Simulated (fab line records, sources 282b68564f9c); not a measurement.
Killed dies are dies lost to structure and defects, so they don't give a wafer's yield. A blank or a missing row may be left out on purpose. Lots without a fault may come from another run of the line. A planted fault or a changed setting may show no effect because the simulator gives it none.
Which tool did it? | flow rit_cmos | 7 lots, 21 wafers sampled, at 2 steps of a route of 202

WHAT THE GAUGES READ, wafer by wafer
RIT_SPACER_THK_MEAS_04.
lot  | measured    | on            | SPACER_NITRIDE_THK (nm)
L310 | day 3 03:50 | film_metro-04 | 248.2 246.6 245.6
L313 | day 3 18:50 | film_metro-01 | 250.7 248.1 249.7
L315 | day 4 04:01 | film_metro-02 | 216.1 218.5 217.7
L325 | day 6 07:11 | film_metro-04 | 251.4 249.7 251.0
L327 | day 6 21:38 | film_metro-02 | 252.2 252.1 250.7
L329 | day 7 02:01 | film_metro-01 | 249.8 250.3 252.4
L331 | day 7 11:44 | film_metro-02 | 253.5 253.9 251.9

WHICH TOOL RAN EACH LOT (tool, then ch and the chambers of the sampled wafers, then the start)
lot  | RIT_SPACER_CVD_03
L310 | lpcvd-02 ch 1, day 3 01:55
L313 | lpcvd-01 ch 1, day 3 16:54
L315 | lpcvd-01 ch 0, day 4 02:06
L325 | lpcvd-02 ch 1, day 6 05:16
L327 | lpcvd-01 ch 1, day 6 19:43
L329 | lpcvd-02 ch 0, day 7 00:04
L331 | lpcvd-02 ch 0, day 7 09:49
- RIT_SPACER_CVD_03: deposits Si3N4 from SiH2Cl2/NH3, target thk 250 nm, time 3300 s.

THE ANSWER, worked out from the rows above alone
Rule: what is usual is taken from the lots themselves. Put in order of their means at a reading, lots are off if they are a third of the lots or fewer, leave a main group of 4 or more, and stand apart from it by a gap of 3 or more times the standard deviation of the main group's means; of several such gaps the widest counts. A main group whose means are all the same, to the digits that the tables above print for the reading, isn't used. A lot without any number at a reading at which 4 lots or more have one is off too. The other lots that the step has rows for count as sound.
Off: L315, at RIT_SPACER_THK_MEAS_04 (SPACER_NITRIDE_THK). The main group: mean 250.4 nm, standard deviation 2.
A tool fits if, at a process step before that reading, it ran every lot that is off, and no sound lot after the first of them. The gauges at RIT_SPACER_THK_MEAS_04 are tried like those tools. None of those tried fits.

WHAT THE SIMULATOR HAD PUT IN
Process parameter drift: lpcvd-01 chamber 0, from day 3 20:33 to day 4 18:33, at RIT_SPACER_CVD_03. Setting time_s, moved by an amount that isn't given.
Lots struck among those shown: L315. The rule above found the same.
